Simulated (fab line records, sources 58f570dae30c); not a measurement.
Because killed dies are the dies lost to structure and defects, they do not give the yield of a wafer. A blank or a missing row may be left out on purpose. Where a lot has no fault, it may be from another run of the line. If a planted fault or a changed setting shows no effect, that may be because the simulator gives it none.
Which tool is to blame? | flow berkeley cmos170 | 7 lots, 21 wafers sampled, at 3 steps of a route of 331

WHAT THE GAUGES SHOWED, per wafer
UCB170_ACTIVE_THK_MEAS_03.
lot  | measured    | on            | ACTIVE_OXIDE_THK (nm)
L752 | day 4 12:44 | film metro-03 | 26.7 26.8 26.6
L755 | day 5 06:38 | film metro-04 | 26.1 26.3 25.8
L761 | day 6 06:06 | film metro-01 | 40.6 40.2 39.6
L768 | day 7 17:58 | film metro-04 | 25.8 25.8 25.3
L769 | day 7 18:01 | film metro-03 | 25.5 26.0 26.0
L773 | day 8 15:46 | film metro-03 | 26.5 26.8 27.0
L774 | day 8 15:46 | film metro-01 | 26.1 26.6 26.1

WHICH TOOL RAN EACH LOT (tool, then ch and the chambers of the sampled wafers, then the start)
lot  | UCB170_PWELL_ETCH_14              | UCB170_ACTIVE_OXIDATION_02
L752 | rie diel-02 ch 1,2,3, day 3 08:45 | furnace-02 ch 0, day 4 11:23
L755 | rie diel-01 ch 1,2,3, day 4 00:29 | furnace-01 ch 0, day 5 05:17
L761 | rie diel-02 ch 0,2, day 5 05:44   | furnace-04 ch 0, day 6 02:09
L768 | rie diel-01 ch 0,2,3, day 6 12:20 | furnace-01 ch 0, day 7 16:36
L769 | rie diel-01 ch 0,2,3, day 6 19:54 | furnace-01 ch 0, day 7 16:36
L773 | rie diel-02 ch 2,3, day 7 16:16   | furnace-01 ch 0, day 8 14:24
L774 | rie diel-03 ch 1,2, day 7 16:38   | furnace-01 ch 0, day 8 14:24
- UCB170_PWELL_ETCH_14: etches Si3N4 in CH3F/Ar/O2, stops on SiO2, target depth 242 nm, time 151 s.
- UCB170_ACTIVE_OXIDATION_02: target thk 26.4 nm, ox time 1260 s.

THE ANSWER, worked out from the rows above alone
Rule: the usual values come from the lots themselves. Put in order of their means at a reading, lots are off if they are a third of the lots or fewer, leave a main group of 4 or more, and stand apart from it by a gap of 3 or more times the standard deviation of the main group's means; of several such gaps the widest counts. The tables above print the reading to a certain number of digits; a main group whose means all agree to those digits is not used. Also off: a lot with no number at a reading for which 4 or more lots have one. The other lots that the step has rows for count as sound.
Off: L761, seen at UCB170_ACTIVE_THK_MEAS_03 (ACTIVE_OXIDE_THK). The main group has a mean of 26.2 nm with a standard deviation of 0.42.
A tool fits if, at a process step before that reading, it ran every lot that is off, and no sound lot after the first of them. Those tools and the gauges at UCB170_ACTIVE_THK_MEAS_03 are tried in the same way. One fits: furnace-04 at UCB170_ACTIVE_OXIDATION_02. It ran no sound lot before its first lot that is off in this sample, so the start can't be narrowed down.

WHAT HAD BEEN PUT IN BY THE SIMULATOR
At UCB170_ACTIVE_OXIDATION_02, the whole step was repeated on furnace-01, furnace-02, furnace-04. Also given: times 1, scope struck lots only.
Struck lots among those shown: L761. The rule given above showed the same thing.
